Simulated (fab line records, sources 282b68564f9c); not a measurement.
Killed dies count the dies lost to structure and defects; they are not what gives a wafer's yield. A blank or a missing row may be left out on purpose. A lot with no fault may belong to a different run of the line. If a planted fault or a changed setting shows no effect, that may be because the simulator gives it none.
Problem report, 8D (eight disciplines) form, completed by code -- flow rit-cmos -- the parts of the form that need people (team, actions taken, sign-off) are left out

== 1. WHAT IS WRONG ==
Wafers free of any fault read 50.7 ohm/sq (standard deviation 0.57) for SILICIDE_TI_RS at RIT_SILICIDE_RS_MEAS_02, against a mean of 31.1 ohm/sq on 6 wafers of 2 lots. Measured from the usual mean, that is -34 standard deviations.
The step: measures by four-point-probe.
Earliest sighting: wafer L785.1 on film-metro-04 at day 5 13:54. The record holds 39 wafers of 13 lots with a number at this step. By rule, "out" or "out of limits" means more than 4 standard deviations away from the usual mean. The rest of the wafers with a number are treated as sound.

== 2. WHAT IT IS AND WHAT IT IS NOT ==
question,is,is not
which readings at this step,SILICIDE_TI_RS,-
which lots,"L785, L788","L773, L774, L775, L776, L777, L778, L779, L780, L781, L793, L795"
which wafers of those lots,all that have a number,-
read on which gauges,"film-metro-03, film-metro-04",film-metro-01
when,from day 5 13:54,"up to then (27 sound wafers); but 6 sound wafers of L793, L795 came after"

== 3. THE SUSPECTS, EACH WITH WHAT RULES IT OUT ==
Counting: a tool stays on the suspect list if, at a process step up to the reading, it processed all lots that are out and no sound lot following the first of them.
- the gauge at RIT_SILICIDE_RS_MEAS_02 has been ruled out. 2 gauges (film-metro-03, film-metro-04) read the wafers that are out.
- pvd-sputter-01 at RIT_SILICIDE_SPUTTER_01 (material Ti, target thk 30 nm, time 229.5 s): kept. All lots that are out passed through it, beginning with L785 at day 5 13:45, and no sound lot followed; its final sound lot before that point was L781 at day 4 17:32. Its own cathode-dc-power-W readings are out on those wafers.
Left after counting: pvd-sputter-01 at RIT_SILICIDE_SPUTTER_01.

== 4. THE CAUSE (what the simulator had put in) ==
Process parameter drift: pvd-sputter-01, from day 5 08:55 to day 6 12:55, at RIT_SILICIDE_SPUTTER_01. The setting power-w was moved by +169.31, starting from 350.
Counting left only this tool.

== 5. THE CHAIN OF EFFECTS, in route order ==
Each row: a reading where the mean over the struck wafers with a number is more than 3 standard deviations away from the usual. Readings are gone through only where the record gives a usual standard deviation; hours: the median, over the lots, of the time from a lot's start at the first step in this table giving one to that lot's start at this step; sigmas: the change measured in usual standard deviations.
hours,step,reading,usual,on struck wafers,change,sigmas
0,RIT_SILICIDE_SPUTTER_01,cathode-dc-power-W,350.01 W,519.35,+169.34,+99 or more
0,RIT_SILICIDE_RS_MEAS_02,SILICIDE_TI_RS,50.7 ohm/sq,31.1,-19.6,-34
0,RIT_SILICIDE_THK_MEAS_03,SILICIDE_TI_THK,28.26 nm,41.84,+13.58,+52
The process steps in it:
- RIT_SILICIDE_SPUTTER_01: material Ti, target thk 30 nm, time 229.5 s.

== 6. WHAT WOULD HAVE CAUGHT IT SOONER ==
Counted from the fault's start at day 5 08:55, it took 5 hours until the first out-of-limits reading at a measuring or inspecting step in this record, taken at day 5 13:54.
The tool's own readings at RIT_SILICIDE_SPUTTER_01 were out on every struck wafer that the step has a row for (cathode-dc-power-W): an alarm limit on them would have fired on the first of those.
Among the 2 lots that are out, L788 began RIT_SILICIDE_SPUTTER_01 on pvd-sputter-01 after day 5 13:54. Had the tool been put on hold then, it would have been spared.
